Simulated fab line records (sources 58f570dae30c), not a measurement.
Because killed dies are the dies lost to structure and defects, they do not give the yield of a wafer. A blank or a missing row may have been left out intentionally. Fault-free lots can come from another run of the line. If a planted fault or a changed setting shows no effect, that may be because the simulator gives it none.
8D (eight disciplines) problem report, filled in by code -- flow berkeley-cmos170 -- the parts of the form that need people (team, actions taken, sign-off) are left out

1. WHAT IS WRONG
Mean of tube-center-temp-C at UCB170_WELLDRIVE_OXIDATION_01: 1106 C across 6 wafers in 2 lots; on wafers with no fault it is 1100 C (standard deviation 0.092). That is +65 standard deviations from the usual mean.
The step: target thk 199 nm, ox time 9000 s.
First observed at day 6 19:32: wafer L490.3, on furnace-04. At this step, 18 wafers from 6 lots have a number in the record. The rule behind "out" and "out of limits": a value lying over 4 standard deviations away from the usual mean. The rest of the wafers with a number are treated as sound.

2. WHAT IT IS; WHAT IT IS NOT
question,is,is not
which readings at this step,"tube-center-temp-C, tube_center_temp_C_max","zone-power-load-pct, zone-power-source-pct"
which lots,"L490, L491","L478, L484, L494, L500"
which wafers of those lots,all that have a number,-
read on which tools,furnace-04,"furnace-01, furnace-02"
when,from day 6 19:32,"up to then (6 sound wafers); but 6 sound wafers of L494, L500 came after"

3. THE SUSPECTS, EACH WITH WHAT RULES IT OUT
Counting: a tool stays on the suspect list if, at a process step up to the reading, it processed all lots that are out and no sound lot following the first of them.
- plasma-asher-02 at UCB170_PWELL_STRIP_16 (strips in O2): ruled out as a lasting fault. The sound lots L500 went through it after L490, its earliest lot that is out (day 6 10:24).
- furnace-04 at UCB170_WELLDRIVE_OXIDATION_01 (target thk 199 nm, ox time 9000 s): kept. It ran every lot that is out, first L490 (day 6 19:32), and no sound lot after that; its last sound lot up to then is L484 (day 5 04:58). Its own readings are out on those wafers: tube-center-temp-C, tube_center_temp_C_max.
After counting, what remains is furnace-04 at UCB170_WELLDRIVE_OXIDATION_01.

4. THE CAUSE (what the simulator had put in)
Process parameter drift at UCB170_WELLDRIVE_OXIDATION_01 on furnace-04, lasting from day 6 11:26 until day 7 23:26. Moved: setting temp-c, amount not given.
Only this tool survived the counting.

5. THE EFFECT CHAIN, in route order
One row per reading whose mean, taken over the struck wafers that have a number, lies over 3 standard deviations from the usual. Scope: only readings with a usual standard deviation given in the record; hours: median across lots of the time from each lot's start at the first step in this table that gives one to its start at this step; sigmas: change in usual standard deviations.
hours,step,reading,usual,on struck wafers,change,sigmas
0,UCB170_WELLDRIVE_OXIDATION_01,spike-tc-centre-C,1102.8 C,1107.7,+4.9,+4.1
0,UCB170_WELLDRIVE_OXIDATION_01,tube-center-temp-C,1100 C,1106,+6,+65
0,UCB170_WELLDRIVE_OXIDATION_01,tube_center_temp_C_max,1102.8,1108.5,+5.8,+13
Here are the process steps it includes:
- UCB170_WELLDRIVE_OXIDATION_01: target thk 199 nm, ox time 9000 s.
Later steps that measure or inspect, where all struck wafers having a row at the step show a number for every such reading and not one has moved that far: UCB170_WELLDRIVE_THK_MEAS_02.

6. HOW IT WOULD HAVE BEEN CAUGHT EARLIER
The fault began at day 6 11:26; the first out-of-limits reading in this record came at day 6 19:32, 8 hours later.
